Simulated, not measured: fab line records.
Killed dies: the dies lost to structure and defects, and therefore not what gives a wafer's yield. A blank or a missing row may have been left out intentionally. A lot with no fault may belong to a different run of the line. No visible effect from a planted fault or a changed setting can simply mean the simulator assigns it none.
The tool behind it: which one? :: flow rit_cmos :: 15 lots (45 wafers sampled), 1 step of a 202-step route

## WHAT THE GAUGES SHOWED, per wafer
Not one reading of a measure or inspect step in the record can be checked against a usual standard deviation.

## WHAT TOOL EACH LOT RAN ON (gives the tool, then ch and the chambers of the sampled wafers, and finally the start)
lot: L551
RIT_CONTACT_DEVELOP_07: litho_track-01 ch 0, day 3 12:00

lot: L552
RIT_CONTACT_DEVELOP_07: litho_track-02 ch 0, day 3 17:00

lot: L553
RIT_CONTACT_DEVELOP_07: litho_track-02 ch 0, day 3 20:00

lot: L555
RIT_CONTACT_DEVELOP_07: litho_track-03 ch 0, day 4 07:00

lot: L556
RIT_CONTACT_DEVELOP_07: litho_track-03 ch 0, day 4 12:00

lot: L557
RIT_CONTACT_DEVELOP_07: litho_track-01 ch 0, day 4 21:00

lot: L559
RIT_CONTACT_DEVELOP_07: litho_track-02 ch 0, day 5 00:00

lot: L560
RIT_CONTACT_DEVELOP_07: litho_track-03 ch 0, day 5 13:00

lot: L561
RIT_CONTACT_DEVELOP_07: litho_track-02 ch 0, day 5 13:00

lot: L562
RIT_CONTACT_DEVELOP_07: litho_track-03 ch 0, day 5 17:00

lot: L563
RIT_CONTACT_DEVELOP_07: litho_track-02 ch 0, day 6 01:00

lot: L571
RIT_CONTACT_DEVELOP_07: litho_track-03, day 7 14:00

lot: L572
RIT_CONTACT_DEVELOP_07: litho_track-01, day 7 18:00

lot: L573
RIT_CONTACT_DEVELOP_07: litho_track-01, day 7 22:00

lot: L574
RIT_CONTACT_DEVELOP_07: litho_track-03 ch 0, day 8 04:00
- RIT_CONTACT_DEVELOP_07: develop time 120 s.

## WHAT THE TOOLS THEMSELVES READ (means of the sampled wafers that have a number; where no wafer has one, the mark that the record gives instead)
RIT_CONTACT_DEVELOP_07.
lot: L551
tool: litho_track-01
chill_plate_temp_C (C): 23.03

lot: L552
tool: litho_track-02
chill_plate_temp_C (C): 23.11

lot: L553
tool: litho_track-02
chill_plate_temp_C (C): 22.97

lot: L555
tool: litho_track-03
chill_plate_temp_C (C): 22.97

lot: L556
tool: litho_track-03
chill_plate_temp_C (C): 23.01

lot: L557
tool: litho_track-01
chill_plate_temp_C (C): 22.81

lot: L559
tool: litho_track-02
chill_plate_temp_C (C): 23.02

lot: L560
tool: litho_track-03
chill_plate_temp_C (C): 23.22

lot: L561
tool: litho_track-02
chill_plate_temp_C (C): 23.05

lot: L562
tool: litho_track-03
chill_plate_temp_C (C): 22.95

lot: L563
tool: litho_track-02
chill_plate_temp_C (C): 23.08

lot: L571
tool: litho_track-03
chill_plate_temp_C (C): -

lot: L572
tool: litho_track-01
chill_plate_temp_C (C): -

lot: L573
tool: litho_track-01
chill_plate_temp_C (C): -

lot: L574
tool: litho_track-03
chill_plate_temp_C (C): 23.14

## THE ANSWER, worked out from the rows above alone
Rule: the lots themselves supply what counts as usual. The widest of any qualifying gaps counts: lots, ordered by their means at a reading, are off when they make up no more than a third of the lots, leave a main group of 4 or more, and stand apart from it by 3 or more times the standard deviation of that group's means. A main group whose means are all the same, to the digits that the tables above print for the reading, isn't used. Also off: a lot with no number at a reading for which 4 or more lots have one. All remaining lots with rows at the step are treated as sound. After the gauges, taken in route order, come the tools' own readings; for these a lot's mean is taken, as printed above. The first step at which some lot is off is used, and at that step the reading that is off furthest; a lot without a number counts as furthest.
Off: L571, L572, L573 (RIT_CONTACT_DEVELOP_07, chill_plate_temp_C). Without a number there: L571, L572, L573. Mean 23.03 C and standard deviation 0.1 in the main group.
If a tool, at that step or one of the process steps before it, ran each lot that is off and ran no sound lot following the first of them, it fits. No candidate that was tried fits.

## WHAT HAD BEEN PUT IN BY THE SIMULATOR
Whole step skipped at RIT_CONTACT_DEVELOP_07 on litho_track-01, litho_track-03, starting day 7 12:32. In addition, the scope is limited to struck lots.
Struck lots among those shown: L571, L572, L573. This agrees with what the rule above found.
